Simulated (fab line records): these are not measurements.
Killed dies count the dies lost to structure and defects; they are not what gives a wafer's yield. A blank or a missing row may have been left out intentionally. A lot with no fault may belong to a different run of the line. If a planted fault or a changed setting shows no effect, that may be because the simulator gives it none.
Problem report in the 8D (eight disciplines) form, filled by code | flow berkeley-cmos170 | the parts of the form that need people (team, actions taken, sign-off) are left out

1. THE PROBLEM
Across 6 wafers from 2 lots, FIELD_OXIDE_THK at UCB170_FIELD_THK_MEAS_02 averages 647 nm, while fault-free wafers read 563 nm with a standard deviation of 11. That is +7.6 standard deviations from the usual mean.
First seen on wafer L303.1, day 7 09:43, on film-metro-04. The record has a number at this step for 42 wafers belonging to 14 lots. Rule for "out" (also "out of limits"): further than 4 standard deviations from the usual mean. All remaining wafers that have a number are taken as sound.

2. WHAT IT IS, AND WHAT IT ISN'T
question                    | is                           | is not
which readings at this step | FIELD_OXIDE_THK              | -
which lots                  | L303, L304                   | L290, L291, L292, L294, L295, L296, L298, L306, L307, L308, L309, L310
which wafers of those lots  | all that have a number       | -
read on which gauges        | film-metro-01, film-metro-04 | film-metro-02
when                        | from day 7 09:43             | up to then (21 sound wafers); but 15 sound wafers of L306, L307, L308, L309, L310 came after

3. WHAT RULES OUT EACH SUSPECT
Counting: a tool at any process step up to the reading remains a suspect when it ran all the lots that are out and ran no sound lot after the first of those.
- ruled out: the gauge at UCB170_FIELD_THK_MEAS_02. Those wafers that are out were read across 2 gauges (film-metro-01, film-metro-04).
- furnace-01 at UCB170_FIELD_OXIDATION_01 (target thk 558.3 nm, ox time 7200 s): kept. All lots that are out passed through it, beginning with L303 at day 7 06:43, and no sound lot followed; its final sound lot before that point was L298 at day 5 18:31. Out on those wafers are its own readings of spike-tc-centre-C, spike-tc-load-C, spike-tc-source-C, tube-center-temp-C, tube_center_temp_C_max.
The count leaves furnace-01 at UCB170_FIELD_OXIDATION_01.

4. THE CAUSE (what the simulator had put in)
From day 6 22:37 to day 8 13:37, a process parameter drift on furnace-01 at UCB170_FIELD_OXIDATION_01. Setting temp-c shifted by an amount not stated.
Only this tool survived the counting.

5. THE EFFECT CHAIN, in route order
Rows list readings where the struck wafers' mean (over those with a number) sits beyond 3 standard deviations from the usual. Readings are gone through only where the record gives a usual standard deviation; hours: the median, over the lots, of the time from a lot's start at the first step in this table giving one to that lot's start at this step; sigmas: the change measured in usual standard deviations.
hours | step                      | reading                | usual    | on struck wafers | change | sigmas
0     | UCB170_FIELD_OXIDATION_01 | spike-tc-centre-C      | 1003.0 C | 1022.7           | +19.7  | +20
0     | UCB170_FIELD_OXIDATION_01 | spike-tc-load-C        | 1027 C   | 1046             | +19    | +5.5
0     | UCB170_FIELD_OXIDATION_01 | spike-tc-source-C      | 1024.4 C | 1042.4           | +18.0  | +8.2
0     | UCB170_FIELD_OXIDATION_01 | tube-center-temp-C     | 1000 C   | 1020             | +20    | +99 or more
0     | UCB170_FIELD_OXIDATION_01 | tube_center_temp_C_max | 1002.6   | 1022.8           | +20.2  | +52
3     | UCB170_FIELD_THK_MEAS_02  | FIELD_OXIDE_THK        | 563 nm   | 647              | +84    | +7.6
9     | UCB170_FIELD_THK_MEAS_90  | FIELD_OXIDE_LEFT_1_THK | 446 nm   | 530              | +84    | +7.7
27    | UCB170_FIELD_THK_MEAS_91  | FIELD_OXIDE_LEFT_2_THK | 358 nm   | 442              | +84    | +7.7
Process steps it contains:
- UCB170_FIELD_OXIDATION_01: target thk 558.3 nm, ox time 7200 s.
Later measuring or inspecting steps at which every struck wafer that the step has a row for has a number for every such reading, and none has moved that far: UCB170_PLDD_TW_MEAS_11, UCB170_V2_THK_MEAS_04.

6. WHAT WOULD HAVE CAUGHT IT SOONER
In this record the first reading out of limits at a measuring or inspecting step was taken at day 7 09:43, 11 hours after the fault began at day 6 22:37.
At UCB170_FIELD_OXIDATION_01, the tool's own readings (spike-tc-centre-C, spike-tc-load-C, spike-tc-source-C, tube-center-temp-C, tube_center_temp_C_max) were out on each struck wafer the step has a row for, so an alarm limit on them would have fired on the first such wafer.
By day 7 09:43, every lot that is out (2) had started UCB170_FIELD_OXIDATION_01 on furnace-01. Tool hold at that time: it would have spared none of them.
